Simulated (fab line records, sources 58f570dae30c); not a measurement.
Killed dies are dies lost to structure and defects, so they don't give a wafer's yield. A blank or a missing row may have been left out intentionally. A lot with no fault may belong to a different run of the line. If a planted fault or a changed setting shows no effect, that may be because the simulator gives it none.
Comparing a struck lot with a sound one	flow berkeley cmos170	14 out of 331 route steps
Sound: the wafers L967.3, L967.4, L967.5. Struck: wafer L983.6. The cause is given at the end.
Each step with rows lists, per side, the tool, then ch with its chambers, then its first start. Under that, the readings that differ: sound wafers	struck wafers	difference of the means	sigmas: that difference in standard deviations of wafers without a fault.
alike: readings whose means differ by less than 2 such deviations, and words and numbers that are the same on both sides. not compared: withheld readings, readings that some wafer has no value for, bounds like >300 that may hide the same value, and numbers for which the record gives no deviation and whose values overlap.
A row with sigmas, a row that says differs or no value, or rows on one side alone: a step with any of these is where the two part. Numbers that have no deviation but don't overlap get no sigmas and don't part them. Lack of a reading on every wafer of one side parts them only where that side has two or more wafers.

first, 2 steps without rows for these wafers: UCB170_GATE_ANNEAL_03 (time 1800 s); UCB170_GATE_CVD_04 (deposits poly-Si from SiH4, time 1501 s, target thk 214 nm).
UCB170_GATE_THK_MEAS_05:
  sound on film metro-02 at day 6 20:32; struck on film metro-02 at day 10 05:23
  alike: GATE_POLY_THK
then, 6 steps without rows for these wafers: UCB170_GATE_COAT_06; UCB170_GATE_COAT_07 (resist thk 900 nm); UCB170_GATE_SOFTBAKE_08 (time 60 s); UCB170_GATE_EXPOSE_09 (exposes mask POLY, target cd 350 nm); UCB170_GATE_PEB_10; UCB170_GATE_DEVELOP_11 (develop time 45 s).
UCB170_GATE_CD_MEAS_12: the cd target is 350 nm.
  sound on cd sem-01 at day 6 21:27; struck on cd sem-01 at day 10 06:40
reading	sound	struck	difference	sigmas
cd nm (nm)	350.7 350.9 351.0	346.5	-4.4	-4
UCB170_GATE_OVL_MEAS_13:
  sound on overlay-02 at day 6 21:33; struck on overlay-01 at day 10 06:43
  alike: GATE_OVL
UCB170_GATE_ETCH_14: etches BARC in N2/H2.
  sound on rie diel-02 ch 0,1,2, day 6 21:34; struck on rie diel-04 ch 0, day 10 06:44
  alike: drypump motor current A, oes product au, throttle valve pct
UCB170_GATE_ETCH_15: etches poly-Si in HBr/Cl2, stops on SiO2, time 56.3 s, target depth 278.2 nm.
  sound on rie si-02 ch 1,3, day 6 21:37; struck on rie si-02 ch 0, day 10 06:47
reading	sound	struck	difference	sigmas
drypump motor current A (A)	5.6 5.0 5.0	6.0	+0.8	+2
oes product au (a.u.)	0.822 0.859 0.845	0.715	-0.127	-7
throttle valve pct (%)	26.57 26.44 26.44	26.02	-0.46	-2
model.GATE.feature depth nm (nm)	221.3 220.4 219.4	176.5	-43.9	
model.etch.depth nm (nm)	221.2 220.4 219.4	176.5	-43.8	
model.KrF_of_GATE_COAT_07.thk nm (nm)	781.4 777.8 777.8	811.4	+32.4	
  not compared: rf hours counter h
UCB170_GATE_STRIP_16: strips in O2.
  sound on plasma asher-02 ch 0,1, day 6 21:41; struck on plasma asher-02 ch 0, day 10 06:53
  alike: drypump motor current A, oes product au
  not compared: rf hours counter h

WHERE THEY PART
At UCB170_GATE_CD_MEAS_12 first; at UCB170_GATE_ETCH_15 last (within this record only). Later steps at which nothing parts them and some readings are alike: UCB170_GATE_STRIP_16.

WHY: what had been put in by the simulator
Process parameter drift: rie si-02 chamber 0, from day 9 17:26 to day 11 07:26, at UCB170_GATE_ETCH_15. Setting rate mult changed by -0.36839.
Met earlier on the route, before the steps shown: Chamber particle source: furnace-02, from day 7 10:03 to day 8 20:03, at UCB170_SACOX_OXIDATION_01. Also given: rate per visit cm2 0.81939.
